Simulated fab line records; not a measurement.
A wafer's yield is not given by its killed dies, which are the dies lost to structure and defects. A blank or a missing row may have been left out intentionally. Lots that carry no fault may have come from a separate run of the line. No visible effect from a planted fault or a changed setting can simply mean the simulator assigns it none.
Split-lot study :: flow berkeley-cmos170 :: 23 wafers read across 5 lots, on a route 331 steps long

ON THE SPLIT
At UCB170_GATE_ETCH_15 (etches poly-Si in HBr/Cl2, stops on SiO2, time 56.3 s, target depth 278.2 nm), the setting icp-w was moved away from the recipe's 300 W on 7 of the 23 wafers read, by -10.2% to +11.9%. All remaining wafers had this setting at the recipe value.

The reading comes from the split's own step.

THE READING
KrF_of_GATE_COAT_07.thk-nm (the simulator's own value, which no gauge read), in nm, at UCB170_GATE_ETCH_15 (etches poly-Si in HBr/Cl2, stops on SiO2, time 56.3 s, target depth 278.2 nm). There is no usual value for it anywhere in the file. Here, 16 wafers ran the recipe; their average is 778.8 nm with a standard deviation of 1.4 nm.

wafer: L075.1
tool, chamber at the split: rie-si-02, 0
icp-w as run, W: 300
against the recipe: recipe
KrF_of_GATE_COAT_07.thk-nm, nm: 780.2
against lot-mates on the recipe: -

wafer: L075.2
tool, chamber at the split: rie-si-02, 3
icp-w as run, W: 300
against the recipe: recipe
KrF_of_GATE_COAT_07.thk-nm, nm: 779
against lot-mates on the recipe: -

wafer: L075.4
tool, chamber at the split: rie-si-02, 2
icp-w as run, W: 300
against the recipe: recipe
KrF_of_GATE_COAT_07.thk-nm, nm: 778.1
against lot-mates on the recipe: -

wafer: L074.2
tool, chamber at the split: rie-si-01, 1
icp-w as run, W: 300
against the recipe: recipe
KrF_of_GATE_COAT_07.thk-nm, nm: 776.3
against lot-mates on the recipe: -

wafer: L074.3
tool, chamber at the split: rie-si-01, 2
icp-w as run, W: 269.5
against the recipe: -10.2%
KrF_of_GATE_COAT_07.thk-nm, nm: 784.3
against lot-mates on the recipe: +6.5

wafer: L074.4
tool, chamber at the split: rie-si-01, 0
icp-w as run, W: 300
against the recipe: recipe
KrF_of_GATE_COAT_07.thk-nm, nm: 777.6
against lot-mates on the recipe: -

wafer: L074.5
tool, chamber at the split: rie-si-01, 1
icp-w as run, W: 300
against the recipe: recipe
KrF_of_GATE_COAT_07.thk-nm, nm: 779.5
against lot-mates on the recipe: -

wafer: L074.6
tool, chamber at the split: rie-si-01, 0
icp-w as run, W: 269.5
against the recipe: -10.2%
KrF_of_GATE_COAT_07.thk-nm, nm: 781.6
against lot-mates on the recipe: +3.8

wafer: L080.1
tool, chamber at the split: rie-si-02, 2
icp-w as run, W: 333
against the recipe: +11.0%
KrF_of_GATE_COAT_07.thk-nm, nm: 771.1
against lot-mates on the recipe: -8.5

wafer: L080.2
tool, chamber at the split: rie-si-02, 3
icp-w as run, W: 300
against the recipe: recipe
KrF_of_GATE_COAT_07.thk-nm, nm: 778.3
against lot-mates on the recipe: -

wafer: L080.4
tool, chamber at the split: rie-si-02, 1
icp-w as run, W: 300
against the recipe: recipe
KrF_of_GATE_COAT_07.thk-nm, nm: 781.2
against lot-mates on the recipe: -

wafer: L080.5
tool, chamber at the split: rie-si-02, 3
icp-w as run, W: 333
against the recipe: +11.0%
KrF_of_GATE_COAT_07.thk-nm, nm: 774.5
against lot-mates on the recipe: -5.1

wafer: L080.6
tool, chamber at the split: rie-si-02, 2
icp-w as run, W: 300
against the recipe: recipe
KrF_of_GATE_COAT_07.thk-nm, nm: 779.3
against lot-mates on the recipe: -

wafer: L083.1
tool, chamber at the split: rie-si-02, 2
icp-w as run, W: 300
against the recipe: recipe
KrF_of_GATE_COAT_07.thk-nm, nm: 779
against lot-mates on the recipe: -

wafer: L083.3
tool, chamber at the split: rie-si-02, 3
icp-w as run, W: 300
against the recipe: recipe
KrF_of_GATE_COAT_07.thk-nm, nm: 778.6
against lot-mates on the recipe: -

wafer: L083.4
tool, chamber at the split: rie-si-02, 0
icp-w as run, W: 300
against the recipe: recipe
KrF_of_GATE_COAT_07.thk-nm, nm: 779.8
against lot-mates on the recipe: -

wafer: L083.5
tool, chamber at the split: rie-si-02, 0
icp-w as run, W: 300
against the recipe: recipe
KrF_of_GATE_COAT_07.thk-nm, nm: 780.5
against lot-mates on the recipe: -

wafer: L083.6
tool, chamber at the split: rie-si-02, 1
icp-w as run, W: 300
against the recipe: recipe
KrF_of_GATE_COAT_07.thk-nm, nm: 779.9
against lot-mates on the recipe: -

wafer: L084.1
tool, chamber at the split: rie-si-01, 1
icp-w as run, W: 300
against the recipe: recipe
KrF_of_GATE_COAT_07.thk-nm, nm: 777.1
against lot-mates on the recipe: -

wafer: L084.2
tool, chamber at the split: rie-si-01, 2
icp-w as run, W: 335.6
against the recipe: +11.9%
KrF_of_GATE_COAT_07.thk-nm, nm: 772.8
against lot-mates on the recipe: -3.8

wafer: L084.3
tool, chamber at the split: rie-si-01, 3
icp-w as run, W: 335.6
against the recipe: +11.9%
KrF_of_GATE_COAT_07.thk-nm, nm: 769.3
against lot-mates on the recipe: -7.2

wafer: L084.4
tool, chamber at the split: rie-si-01, 0
icp-w as run, W: 335.6
against the recipe: +11.9%
KrF_of_GATE_COAT_07.thk-nm, nm: 773.1
against lot-mates on the recipe: -3.4

wafer: L084.6
tool, chamber at the split: rie-si-01, 0
icp-w as run, W: 300
against the recipe: recipe
KrF_of_GATE_COAT_07.thk-nm, nm: 776
against lot-mates on the recipe: -

FIT RESULTS
A straight line over all 23 wafers: KrF_of_GATE_COAT_07.thk-nm changes by -0.527 nm for each +1% of icp-w; r = -0.90; the points scatter about the line by 1.6 nm.
The same after taking each lot's own level away (the mean of its wafers on the recipe; 23 wafers): -0.49 nm for each +1%; r = -0.91; scatter 1.4 nm.
On that fit, the largest move of icp-w shifts the reading by 5.8 nm.
The lots' own levels span 776.55 to 779.60 nm, that is 2.1 times the standard deviation above.
The two slopes are in agreement: the lot-to-lot level therefore moves the slope only a little.
Check: -6.22 nm against its lot-mates is what the line predicts for one of the wafers moved furthest among these (+11.9%) when that wafer is left out of the fit. It came out at -3.75 nm against them.

THE OTHER SPLITS THESE WAFERS WENT THROUGH
Note: prior to the reading, these wafers also went through further splits. Each is held against what the fit with the lots' levels taken away leaves over:
other split on the same wafers: UCB170_START_OXIDATION_02 temp-c
wafers away from the commonest value: 18
r with KrF_of_GATE_COAT_07.thk-nm (lot level and that fit taken away): -0.01

other split on the same wafers: UCB170_NWELL_OXIDATION_01 temp-c
wafers away from the commonest value: 15
r with KrF_of_GATE_COAT_07.thk-nm (lot level and that fit taken away): +0.10

other split on the same wafers: UCB170_NWELL_PEB_10 peb-temp-c
wafers away from the commonest value: 10
r with KrF_of_GATE_COAT_07.thk-nm (lot level and that fit taken away): +0.09

other split on the same wafers: UCB170_PWELL_CVD_05 temp-c
wafers away from the commonest value: 10
r with KrF_of_GATE_COAT_07.thk-nm (lot level and that fit taken away): -0.10

other split on the same wafers: UCB170_WELLDRIVE_OXIDATION_01 temp-c
wafers away from the commonest value: 18
r with KrF_of_GATE_COAT_07.thk-nm (lot level and that fit taken away): +0.00

other split on the same wafers: UCB170_ACTIVE_CVD_05 pressure-mtorr
wafers away from the commonest value: 18
r with KrF_of_GATE_COAT_07.thk-nm (lot level and that fit taken away): +0.13

other split on the same wafers: UCB170_PFIELD_IMPLANT_07 dose-cm2
wafers away from the commonest value: 7
r with KrF_of_GATE_COAT_07.thk-nm (lot level and that fit taken away): +0.04

other split on the same wafers: UCB170_PVT_IMPLANT_07 dose-cm2
wafers away from the commonest value: 11
r with KrF_of_GATE_COAT_07.thk-nm (lot level and that fit taken away): -0.13

FILE'S OWN FIT
KrF_of_GATE_COAT_07.thk-nm changes by -0.504 nm for each +1% of icp-w, r = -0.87.
